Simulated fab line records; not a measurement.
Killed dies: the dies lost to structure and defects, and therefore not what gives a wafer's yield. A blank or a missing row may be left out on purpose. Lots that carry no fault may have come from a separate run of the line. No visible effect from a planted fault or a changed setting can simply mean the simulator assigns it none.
Comparing a struck lot with a sound one / flow rit cmos / 26 out of 202 route steps
Sound: wafers L515.1, L515.2, L515.4. Struck: wafers L519.1, L519.3, L519.4. At the end, the cause is stated.
Each step with rows lists, per side, the tool, then ch with its chambers, then its first start. Under that, the readings that differ: sound wafers / struck wafers / difference of the means / sigmas: that difference in standard deviations of wafers without a fault.
alike: readings whose means differ by less than 2 such deviations, and words and numbers that are the same on both sides. not compared: withheld readings, readings that some wafer has no value for, bounds like >300 that may hide the same value, and numbers for which the record gives no deviation and whose values overlap.
The two part at a step that has a row with sigmas, a row that says differs or no value, or rows on one side only. When numbers do not overlap yet have no deviation, they are printed without sigmas and do not part them. Lack of a reading on every wafer of one side parts them only where that side has two or more wafers.

first, 1 step without rows for these wafers: RIT_SPACER_CVD_03 (deposits Si3N4 from SiH2Cl2/NH3, target thk 250 nm, time 3300 s).
RIT_SPACER_THK_MEAS_04:
  struck on film metro-01, day 5 00:57; sound on film metro-01, day 4 05:48
  alike: SPACER_NITRIDE_THK
RIT_SPACER_ETCHBACK_05: etches Si3N4 in SF6/CHF3, stops on SiO2, target depth 250 nm, time 240 s.
  sound on rie diel-04 ch 0,1,2, day 4 05:52; struck on rie diel-03 ch 0,1,3, day 5 01:01
  alike: drypump motor current A, oes product au, throttle valve pct
  not compared: rf hours counter h
then, 6 steps without rows for these wafers: RIT_NSD_HMDS_00 (prime time 60 s); RIT_NSD_COAT_01 (resist thk 1000 nm); RIT_NSD_SOFTBAKE_02 (time 60 s); RIT_NSD_EXPOSE_03 (exposes mask M9, target cd 40700 nm); RIT_NSD_PEB_04; RIT_NSD_DEVELOP_05 (develop time 50 s).
RIT_NSD_OVL_MEAS_06:
  struck on overlay-01, day 5 02:01; sound on overlay-01, day 4 07:04
  alike: NSD_OVL
then, 2 steps without rows for these wafers: RIT_NSD_HARDBAKE_07 (time 60 s); RIT_NSD_IMPLANT_08.
RIT_NSD_STRIP_09: strips in O2, time 180 s.
  sound on plasma asher-02 ch 0,1, day 4 07:24; struck on plasma asher-02 ch 0,1, day 5 02:20
  no value came back on the struck wafers for chamber pressure mTorr (mTorr), drypump motor current A (A), o2 flow sccm (sccm), rf refl power W (W); on the sound wafers chamber pressure mTorr (mTorr) reads 4001 4003 4002
reading=model.NOVOLAK_of_NSD_COAT_01.thk nm (nm); sound=0 0 0; struck=881.8 887 884.9; difference=+884.6; sigmas=
  not compared: rf hours counter h
RIT_NSD_TW_MEAS_10:
  struck on film metro-03, day 5 02:31; sound on film metro-02, day 4 07:34
  alike: NSD_TW
then, 6 steps without rows for these wafers: RIT_PSD_HMDS_00 (prime time 60 s); RIT_PSD_COAT_01 (resist thk 1000 nm); RIT_PSD_SOFTBAKE_02 (time 60 s); RIT_PSD_EXPOSE_03 (exposes mask M10, target cd 40900 nm); RIT_PSD_PEB_04; RIT_PSD_DEVELOP_05 (develop time 50 s).
RIT_PSD_OVL_MEAS_06:
  struck on overlay-02, day 5 03:33; sound on overlay-02, day 4 08:41
  alike: PSD_OVL
then, 2 steps without rows for these wafers: RIT_PSD_HARDBAKE_07 (time 60 s); RIT_PSD_IMPLANT_08.
RIT_PSD_STRIP_09: strips in O2, time 180 s.
  sound on plasma asher-01 ch 0,1, day 4 09:01; struck on plasma asher-04 ch 0,1, day 5 03:53
  alike: chamber pressure mTorr, drypump motor current A, o2 flow sccm, rf refl power W
  not compared: rf hours counter h
RIT_PSD_TW_MEAS_10:
  struck on film metro-02, day 5 04:17; sound on film metro-03, day 4 09:12
reading=PSD_TW; sound=3374 3382 3360; struck=30 30 30; difference=-3342; sigmas=-99 or more
  not compared: hold
RIT_M1_PROBE_99:
  the record holds rows for the sound wafers here (prober-01, day 4 17:03) but none for the struck ones

== WHERE THEY PART ==
First at RIT_NSD_STRIP_09; last, within this record, at RIT_M1_PROBE_99.

WHY: whatever the simulator had introduced
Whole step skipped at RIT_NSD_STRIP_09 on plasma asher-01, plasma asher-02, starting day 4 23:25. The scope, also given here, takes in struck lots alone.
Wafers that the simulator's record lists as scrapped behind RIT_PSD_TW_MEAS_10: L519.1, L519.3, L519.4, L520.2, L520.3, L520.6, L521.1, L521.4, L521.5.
